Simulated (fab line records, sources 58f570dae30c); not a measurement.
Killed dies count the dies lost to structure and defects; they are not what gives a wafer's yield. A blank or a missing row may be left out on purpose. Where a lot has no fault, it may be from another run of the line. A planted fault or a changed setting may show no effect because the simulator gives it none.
The same fault as seen by 2 desks -- flow berkeley-cmos170 -- only its own numbers are on each desk; what lay behind them is given at the end

AT THE METROLOGY DESK
What the gauges read, lot by lot, whatever tool the lot ran on: means of the sampled wafers that have a number. Any lot whose mean is over 4 standard deviations away from the usual mean is out of limits and marked OUT; that distance is given in the brackets.
Columns: A = PFIELD_OVL at UCB170_PFIELD_OVL_MEAS_06, usual 2 nm; B = SCREENOX_OXIDE_THK at UCB170_SCREENOX_THK_MEAS_02, usual 14.45 nm; C = NLDD_OVL at UCB170_NLDD_OVL_MEAS_07, usual -3 nm; D = PSD_TW at UCB170_PSD_TW_MEAS_10, usual 2312; E = PSD_RS at UCB170_SDANNEAL_RS_MEAS_02, usual 75.60 ohm/sq
lot,first seen here,A,B,C,D,E
L811,day 5 06:29,-6,14.48,0,2314,76.14
L812,day 5 06:29,5,15.12,-1,2344,75.53
L813,day 5 08:55,8,14.51,-3,2302,75.56
L815,day 5 21:43,-7,14.48,-11,2337,75.50
L820,day 6 06:32,6,14.48,-0,2290,75.90
L818,day 6 07:26,0,14.67,-13,2342,75.23
L821,day 7 01:43,3,14.29,-8,2340,75.69
L823,day 7 14:43,7,14.33,-6,2285,75.49
L824,day 7 15:04,-2,14.27,1,2315,76.12
L828,day 9 00:09,11,14.41,5,2108 (-8.2) OUT,79.32 (+12) OUT
L830,day 9 02:25,1,14.40,-5,2136 (-7.0) OUT,79.62 (+13) OUT
L833,day 9 10:41,3,14.22,-4,2341,75.08
L832,day 9 11:01,0,14.28,-4,2282,75.79
L834,day 9 20:56,-1,14.08,-1,2352,75.50
Finding of this desk: L828, L830 out of limits, first seen on L828 at day 11 12:13 (PSD_TW at UCB170_PSD_TW_MEAS_10). L811, L812, L813, L815, L820, L818, L821, L823, L824, L833, L832, L834: within limits.

FOR THE TOOL OWNER'S DESK: implanter-02
For each lot that ran on this tool, the mean over its sampled wafers that have a number, from the tool's own readings at UCB170_PSD_IMPLANT_08. Any lot whose mean is over 4 standard deviations away from the usual mean is out of limits and marked OUT; that distance is given in the brackets.
Columns: A = beam-energy-keV at UCB170_PSD_IMPLANT_08, usual 20.000; B = end-station-pressure-torr at UCB170_PSD_IMPLANT_08, usual 1.25e-05 Torr
lot,first seen here,A,B
L811,day 8 02:42,19.992,1.22e-05
L812,day 8 03:40,19.999,1.31e-05
L818,day 9 02:52,20.006,1.26e-05
L821,day 10 00:02,19.995,1.23e-05
L823,day 10 11:15,20.007,1.23e-05
L828,day 11 11:59,13.992 (-99 or more) OUT,1.24e-05
L830,day 11 13:05,14.009 (-99 or more) OUT,1.28e-05
This desk finds L828, L830 out of limits, L828 being first, at day 11 11:59 (beam-energy-keV at UCB170_PSD_IMPLANT_08). L811, L812, L818, L821, L823: within limits.

TAKEN TOGETHER
The tool owner's desk had the chance to raise an alarm at day 11 11:59 on L828, L830.
On L828, L830, the metrology desk was in a position to raise an alarm at day 11 12:13.
Of the lots named, all ran UCB170_PSD_IMPLANT_08 on implanter-02.

WHAT WAS PUT IN BY THE SIMULATOR
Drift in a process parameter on implanter-02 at UCB170_PSD_IMPLANT_08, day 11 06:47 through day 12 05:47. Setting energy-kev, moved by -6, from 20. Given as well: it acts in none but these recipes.
Lots struck among those shown: L828, L830.
Time in hours from fault onset to the first out-of-limits reading at each desk: tool owner's desk 5, metrology desk 5.
